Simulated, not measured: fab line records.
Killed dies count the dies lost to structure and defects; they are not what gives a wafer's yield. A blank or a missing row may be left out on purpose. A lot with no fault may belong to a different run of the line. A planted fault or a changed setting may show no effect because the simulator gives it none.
Which tool was responsible? ; flow berkeley cmos170 ; 45 wafers from 15 lots sampled at 2 of the route's 331 steps

WHAT THE GAUGES SHOWED, per wafer
UCB170_NWELL_THK_MEAS_05.
lot;measured;on;NWELL_NITRIDE_THK (nm)
L659;day 2 03:28;film metro-04;227.1 225.0 228.4
L660;day 2 15:58;film metro-02;448.3 449.4 449.7
L661;day 2 15:58;film metro-04;220.8 221.7 220.6
L664;day 3 07:11;film metro-01;222.8 222.0 223.1
L666;day 3 17:34;film metro-02;445.9 445.9 443.2
L668;day 4 12:58;film metro-04;447.8 446.8 447.0
L671;day 4 19:10;film metro-04;221.2 221.6 224.0
L672;day 5 05:43;film metro-04;225.2 225.8 222.7
L675;day 5 13:02;film metro-02;222.0 220.1 220.2
L676;day 6 00:01;film metro-01;224.1 223.2 223.7
L677;day 6 02:36;film metro-02;222.8 224.5 222.8
L678;day 6 11:16;film metro-02;226.4 225.2 226.5
L680;day 6 13:55;film metro-01;222.6 222.9 222.4
L681;day 6 22:01;film metro-01;223.5 222.5 221.9
L682;day 6 22:01;film metro-04;224.9 223.5 222.9

EACH LOT AND THE TOOL THAT RAN IT (in order: tool; ch and the chambers of the sampled wafers; start)
lot;UCB170_NWELL_CVD_04
L659;lpcvd-02 ch 0, day 2 01:31
L660;lpcvd-02 ch 1, day 2 11:26
L661;lpcvd-02 ch 0, day 2 14:01
L664;lpcvd-02 ch 0, day 3 05:15
L666;lpcvd-01 ch 0, day 3 12:26 and lpcvd-02 ch 0, day 3 15:37
L668;lpcvd-02 ch 0, day 4 08:55
L671;lpcvd-01 ch 1, day 4 17:14
L672;lpcvd-01 ch 1, day 5 02:49
L675;lpcvd-01 ch 1, day 5 11:04
L676;lpcvd-01 ch 1, day 5 21:07
L677;lpcvd-02 ch 0, day 6 00:38
L678;lpcvd-02 ch 1, day 6 09:20
L680;lpcvd-02 ch 1, day 6 11:59
L681;lpcvd-01 ch 0, day 6 19:07
L682;lpcvd-01 ch 0, day 6 19:07
- UCB170_NWELL_CVD_04: deposits Si3N4 from SiH2Cl2/NH3, target thk 224 nm, time 3360 s.

WHAT THE TOOLS THEMSELVES READ (means of the sampled wafers that have a number; where no wafer has one, the mark that the record gives instead)
UCB170_NWELL_CVD_04.
lot;tool;zone power source pct (%)
L659;lpcvd-02;22.5
L660;lpcvd-02;20.9
L661;lpcvd-02;22.4
L664;lpcvd-02;22.4
L666;lpcvd-01/lpcvd-02;21.5
L668;lpcvd-02;22.5
L671;lpcvd-01;18.8
L672;lpcvd-01;18.8
L675;lpcvd-01;18.6
L676;lpcvd-01;18.6
L677;lpcvd-02;22.5
L678;lpcvd-02;21.1
L680;lpcvd-02;21.2
L681;lpcvd-01;20.9
L682;lpcvd-01;21.0

THE ANSWER, worked out from the rows above alone
Rule: what is usual is taken from the lots themselves. Put in order of their means at a reading, lots are off if they are a third of the lots or fewer, leave a main group of 4 or more, and stand apart from it by a gap of 3 or more times the standard deviation of the main group's means; of several such gaps the widest counts. Not used: any main group whose means are identical at the precision the tables above print for the reading. A lot without any number at a reading at which 4 lots or more have one is off too. Where the step has rows for the other lots, those lots are counted as sound. Order of review: gauges by route order, followed by the tools' own readings, for which a lot's mean as printed above is used. The first step at which some lot is off is used, and at that step the reading that is off furthest; a lot without a number counts as furthest.
Off: L660, L666, L668, seen at UCB170_NWELL_THK_MEAS_05 (NWELL_NITRIDE_THK). The main group: mean 223.3 nm, standard deviation 1.7.
If a tool, at a process step before that reading, ran all the lots that are off and no sound lot after the first of them, it fits. Those tools and the gauges at UCB170_NWELL_THK_MEAS_05 are tried in the same way. None of those tried fits.

WHAT THE SIMULATOR HAD PUT IN
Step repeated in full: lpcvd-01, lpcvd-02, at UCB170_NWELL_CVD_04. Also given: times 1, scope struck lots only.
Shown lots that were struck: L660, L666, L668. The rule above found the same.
